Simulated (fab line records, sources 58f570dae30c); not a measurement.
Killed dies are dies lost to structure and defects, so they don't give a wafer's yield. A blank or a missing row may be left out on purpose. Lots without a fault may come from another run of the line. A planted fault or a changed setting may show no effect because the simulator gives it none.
Which tool did it? | flow berkeley_cmos170 | 14 lots, 42 wafers sampled, at 6 steps of a route of 331

WHAT THE GAUGES READ, wafer by wafer
UCB170_PFIELD_TW_MEAS_09.
lot  | measured    | on            | PFIELD_TW
L771 | day 4 09:03 | film_metro-02 | 599 603 602
L774 | day 5 05:10 | film_metro-01 | 590 591 590
L773 | day 5 05:29 | film_metro-03 | 601 599 604
L772 | day 5 05:43 | film_metro-02 | 608 607 607
L777 | day 5 18:07 | film_metro-01 | 590 593 591
L778 | day 6 05:20 | film_metro-03 | 600 599 599
L779 | day 6 05:32 | film_metro-01 | 595 594 593
L780 | day 6 06:14 | film_metro-02 | 605 605 606
L782 | day 6 18:36 | film_metro-01 | 594 593 598
L784 | day 7 14:28 | film_metro-03 | 598 598 600
L789 | day 8 12:41 | film_metro-01 | 590 589 588
L790 | day 8 20:29 | film_metro-02 | 601 603 603
L791 | day 8 20:47 | film_metro-01 | 591 589 591
L794 | day 9 18:06 | film_metro-01 | 587 592 593

UCB170_SCREENOX_THK_MEAS_02.
lot  | measured     | on            | SCREENOX_OXIDE_THK (nm)
L771 | day 5 14:14  | film_metro-02 | 14.38 14.51 14.48
L774 | day 6 06:45  | film_metro-02 | 14.59 14.49 14.60
L773 | day 6 06:50  | film_metro-04 | 14.65 14.47 14.39
L772 | day 6 06:45  | film_metro-04 | 14.34 14.10 13.97
L777 | day 6 18:35  | film_metro-02 | 14.30 14.01 14.18
L778 | day 7 10:56  | film_metro-03 | 13.99 13.98 14.06
L779 | day 7 10:58  | film_metro-02 | 14.21 14.20 14.34
L780 | day 7 10:56  | film_metro-04 | 14.06 13.89 14.17
L782 | day 7 22:14  | film_metro-02 | 14.37 14.20 14.14
L784 | day 8 20:00  | film_metro-02 | 14.67 14.55 14.84
L789 | day 9 22:22  | film_metro-03 | 14.78 14.81 14.80
L790 | day 9 22:26  | film_metro-03 | 14.53 14.43 14.57
L791 | day 9 22:25  | film_metro-02 | 14.65 14.38 14.78
L794 | day 11 00:13 | film_metro-04 | 14.51 14.51 14.28

UCB170_GATE_THK_MEAS_05.
lot  | measured     | on            | GATE_POLY_THK (nm)
L771 | day 6 11:13  | film_metro-01 | 211.8 211.5 213.1
L774 | day 7 07:23  | film_metro-03 | 214.0 212.6 213.2
L773 | day 7 07:25  | film_metro-01 | 213.0 213.2 214.3
L772 | day 7 07:23  | film_metro-04 | 215.0 214.4 215.4
L777 | day 7 15:37  | film_metro-01 | 215.8 215.8 217.2
L778 | day 8 10:47  | film_metro-01 | 212.9 211.0 212.2
L779 | day 8 10:49  | film_metro-03 | 212.6 211.5 212.1
L780 | day 8 10:47  | film_metro-04 | 214.2 213.4 213.9
L782 | day 8 20:31  | film_metro-04 | 101.4 102.2 101.6
L784 | day 9 22:47  | film_metro-04 | 98.8 99.1 97.7
L789 | day 10 20:06 | film_metro-03 | 217.0 216.1 216.3
L790 | day 10 20:03 | film_metro-04 | 215.5 215.4 214.9
L791 | day 10 20:02 | film_metro-01 | 215.1 214.5 216.6
L794 | day 11 23:59 | film_metro-03 | 217.2 220.0 217.9

UCB170_GATE_CD_MEAS_90: target cd 350 nm.
lot  | measured     | on        | cd_nm (nm)
L771 | day 6 13:15  | cd_sem-02 | 349.3 349.1 350.9
L774 | day 7 08:53  | cd_sem-01 | 347.0 348.9 347.6
L773 | day 7 09:04  | cd_sem-01 | 347.6 348.0 348.2
L772 | day 7 08:47  | cd_sem-02 | 348.5 348.3 348.9
L777 | day 7 17:35  | cd_sem-01 | 349.6 348.2 348.1
L778 | day 8 12:45  | cd_sem-01 | 349.7 351.6 349.8
L779 | day 8 12:41  | cd_sem-01 | 349.2 350.7 350.8
L780 | day 8 12:31  | cd_sem-02 | 347.6 347.9 348.3
L782 | day 8 22:11  | cd_sem-02 | 346.8 347.8 347.3
L784 | day 10 00:19 | cd_sem-01 | 347.7 347.0 348.3
L789 | day 10 21:59 | cd_sem-01 | 350.1 347.7 348.1
L790 | day 10 21:35 | cd_sem-01 | 353.3 352.8 353.5
L791 | day 10 21:44 | cd_sem-01 | 349.4 348.2 346.8
L794 | day 12 01:15 | cd_sem-01 | 349.8 351.4 350.2

WHICH TOOL RAN EACH LOT (tool, then ch and the chambers of the sampled wafers, then the start)
lot  | UCB170_GATE_CVD_04          | UCB170_GATE_ETCH_15
L771 | lpcvd-01 ch 0, day 6 09:49  | rie_si-01 ch 1,2,3, day 6 13:07
L774 | lpcvd-02 ch 1, day 7 05:59  | rie_si-02 ch 0,2, day 7 08:44
L773 | lpcvd-02 ch 0, day 7 05:59  | rie_si-01 ch 2,3, day 7 08:52
L772 | lpcvd-02 ch 1, day 7 05:59  | rie_si-01 ch 1,2,3, day 7 08:37
L777 | lpcvd-02 ch 0, day 7 14:11  | rie_si-01 ch 1,2,3, day 7 17:20
L778 | lpcvd-01 ch 1, day 8 08:41  | rie_si-01 ch 0,1,2, day 8 12:36
L779 | lpcvd-01 ch 1, day 8 08:41  | rie_si-02 ch 0,3, day 8 12:29
L780 | lpcvd-01 ch 1, day 8 08:41  | rie_si-01 ch 0,1,3, day 8 12:20
L782 | lpcvd-01 ch 0, day 8 19:05  | rie_si-02 ch 0,1,2, day 8 21:59
L784 | lpcvd-01 ch 0, day 9 21:22  | rie_si-01 ch 0,2,3, day 10 00:08
L789 | lpcvd-02 ch 1, day 10 18:38 | rie_si-02 ch 1,2,3, day 10 21:50
L790 | lpcvd-02 ch 1, day 10 18:38 | rie_si-02 ch 0,1,2, day 10 21:25
L791 | lpcvd-02 ch 0, day 10 18:38 | rie_si-01 ch 0,2,3, day 10 21:35
L794 | lpcvd-02 ch 1, day 11 22:34 | rie_si-01 ch 0,2, day 12 01:04
- UCB170_GATE_CVD_04: deposits poly-Si from SiH4, time 1440 s, target thk 214 nm.
- UCB170_GATE_ETCH_15: etches poly-Si in HBr/Cl2, stops on SiO2, time 56.3 s, target depth 278.2 nm.

WHAT THE TOOLS THEMSELVES READ (means of the sampled wafers that have a number; where no wafer has one, the mark that the record gives instead)
UCB170_GATE_CVD_04.
lot  | tool     | spike_tc_centre_C (C) | spike_tc_load_C (C) | spike_tc_source_C (C) | susceptor_temp_C (C) | zone_power_load_pct (%)
L771 | lpcvd-01 | 612.6                 | 632.4               | 624                   | 609.7                | 10.6
L774 | lpcvd-02 | 614.2                 | 632.6               | 630                   | 610.1                | 10.9
L773 | lpcvd-02 | 613.2                 | 634.1               | 632                   | 610.1                | 11.2
L772 | lpcvd-02 | 612.7                 | 633.8               | 630                   | 609.9                | 10.9
L777 | lpcvd-02 | 613.5                 | 633.8               | 632                   | 609.7                | 11.2
L778 | lpcvd-01 | 611.5                 | 626.3               | 634                   | 610.1                | 11.8
L779 | lpcvd-01 | 611.3                 | 627.2               | 634                   | 610.4                | 11.8
L780 | lpcvd-01 | 611.0                 | 627.2               | 635                   | 610.1                | 11.8
L782 | lpcvd-01 | 583.0                 | 602.9               | 592                   | 580.3                | 9.6
L784 | lpcvd-01 | 584.4                 | 602.0               | 594                   | 580.4                | 9.6
L789 | lpcvd-02 | 612.4                 | 632.6               | 630                   | 609.8                | 10.8
L790 | lpcvd-02 | 612.6                 | 633.5               | 630                   | 609.8                | 10.8
L791 | lpcvd-02 | 613.3                 | 633.6               | 632                   | 609.6                | 11.3
L794 | lpcvd-02 | 612.6                 | 633.1               | 629                   | 609.7                | 10.8

UCB170_GATE_ETCH_15.
lot  | tool      | drypump_motor_current_A (A) | oes_product_au (a.u.) | throttle_valve_pct (%)
L771 | rie_si-01 | 5.4                         | 0.821                 | 26.15
L774 | rie_si-02 | 5.8                         | 0.826                 | 26.56
L773 | rie_si-01 | 5.2                         | 0.838                 | 26.09
L772 | rie_si-01 | 5.4                         | 0.830                 | 26.15
L777 | rie_si-01 | 5.4                         | 0.835                 | 26.14
L778 | rie_si-01 | 5.7                         | 0.827                 | 26.23
L779 | rie_si-02 | 6.0                         | 0.838                 | 26.07
L780 | rie_si-01 | 5.8                         | 0.828                 | 26.21
L782 | rie_si-02 | 5.8                         | 0.541                 | 26.40
L784 | rie_si-01 | 5.6                         | 0.542                 | 26.14
L789 | rie_si-02 | 5.3                         | 0.830                 | 26.41
L790 | rie_si-02 | 5.8                         | 0.834                 | 26.39
L791 | rie_si-01 | 5.5                         | 0.840                 | 26.13
L794 | rie_si-01 | 5.5                         | 0.852                 | 26.17

THE ANSWER, worked out from the rows above alone
Rule: what is usual is taken from the lots themselves. Put in order of their means at a reading, lots are off if they are a third of the lots or fewer, leave a main group of 4 or more, and stand apart from it by a gap of 3 or more times the standard deviation of the main group's means; of several such gaps the widest counts. A main group whose means are all the same, to the digits that the tables above print for the reading, isn't used. A lot without any number at a reading at which 4 lots or more have one is off too. The other lots that the step has rows for count as sound. The gauges are gone through in route order, then the tools' own readings, and for those a lot's mean is taken as printed above. The first step at which some lot is off is used, and at that step the reading that is off furthest; a lot without a number counts as furthest.
Off: L782, L784, at UCB170_GATE_THK_MEAS_05 (GATE_POLY_THK). The main group: mean 214.5 nm, standard deviation 1.9.
A tool fits if, at a process step before that reading, it ran every lot that is off, and no sound lot after the first of them. The gauges at UCB170_GATE_THK_MEAS_05 aren't tried: what is off there is off at UCB170_GATE_CVD_04 too, on other tools, and a gauge's error can't cause that. One fits: lpcvd-01 at UCB170_GATE_CVD_04. Its last sound lot is L778 (day 8 08:41), its first lot that is off L782 (day 8 19:05): a fault that began between those two fits.
The tool's own readings at UCB170_GATE_CVD_04 bear it out: on the lots that are off they differ by more than 5 times the standard deviation of the sound lots' means. spike_tc_centre_C reads 583.7 C there against 612.6 C on the sound lots; spike_tc_load_C reads 602.5 C there against 631.7 C on the sound lots; spike_tc_source_C reads 593 C there against 631 C on the sound lots; susceptor_temp_C reads 580.3 C there against 609.9 C on the sound lots.

WHAT THE SIMULATOR HAD PUT IN
Process parameter drift: lpcvd-01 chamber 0, from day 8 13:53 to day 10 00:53, at UCB170_GATE_CVD_04. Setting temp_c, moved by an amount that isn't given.
Lots struck among those shown: L782, L784. The rule above found the same.
